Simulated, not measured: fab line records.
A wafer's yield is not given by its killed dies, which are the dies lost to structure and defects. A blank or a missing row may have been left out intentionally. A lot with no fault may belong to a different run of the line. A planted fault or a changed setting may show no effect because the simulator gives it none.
Which tool was responsible? + flow ritCmos + 6 lots, 18 wafers sampled, at 3 steps of a route of 202

## WHAT THE GAUGES READ, wafer by wafer
RIT_M1_RS_MEAS_01: uses a four-point probe to measure.
| lot  | measured    | on           | M1_AL_RS (ohm/sq)    |
|------|-------------|--------------|----------------------|
| L355 | day 3 11:51 | filmMetro-04 | 0.0728 0.0740 0.0740 |
| L359 | day 4 08:04 | filmMetro-01 | 0.0725 0.0725 0.0727 |
| L361 | day 4 17:58 | filmMetro-02 | 0.0735 0.0736 0.0740 |
| L364 | day 5 09:17 | filmMetro-01 | 0.0733 0.0724 0.0732 |
| L366 | day 5 23:43 | filmMetro-01 | 0.0723 0.0737 0.0731 |
| L375 | day 7 20:23 | filmMetro-04 | 0.0750 0.0745 0.0745 |

## EACH LOT AND THE TOOL THAT RAN IT (in order: tool; ch and the chambers of the sampled wafers; start)
| lot  | RIT_SILICIDE_RTA_06            | RIT_M1_SPUTTER_00          |
|------|--------------------------------|----------------------------|
| L355 | rtpAnneal-01 ch 0, day 3 09:04 | pvdSputter-01, day 3 11:32 |
| L359 | rtpAnneal-01 ch 0, day 4 05:22 | pvdSputter-03, day 4 07:47 |
| L361 | rtpAnneal-01 ch 0, day 4 15:13 | pvdSputter-03, day 4 17:40 |
| L364 | rtpAnneal-02 ch 0, day 5 06:42 | pvdSputter-04, day 5 08:59 |
| L366 | rtpAnneal-02 ch 0, day 5 21:05 | pvdSputter-03, day 5 23:25 |
| L375 | rtpAnneal-01 ch 0, day 7 17:48 | pvdSputter-04, day 7 20:05 |
- RIT_SILICIDE_RTA_06: time 10 s, ramp up 5 s, ramp down 10 s.
- RIT_M1_SPUTTER_00: material Al, target thk 400 nm, time 500 s.

## THE ANSWER, worked out from the rows above alone
Rule: usual is defined by the lots themselves. Put in order of their means at a reading, lots are off if they are a third of the lots or fewer, leave a main group of 4 or more, and stand apart from it by a gap of 3 or more times the standard deviation of the main group's means; of several such gaps the widest counts. If all means in a main group match to the digits the tables above print for the reading, that group is not used. Also off: a lot with no number at a reading for which 4 or more lots have one. The other lots that the step has rows for count as sound.
Nothing can be told from this: no lot is off at any reading shown.

## WHAT WAS PUT IN BY THE SIMULATOR
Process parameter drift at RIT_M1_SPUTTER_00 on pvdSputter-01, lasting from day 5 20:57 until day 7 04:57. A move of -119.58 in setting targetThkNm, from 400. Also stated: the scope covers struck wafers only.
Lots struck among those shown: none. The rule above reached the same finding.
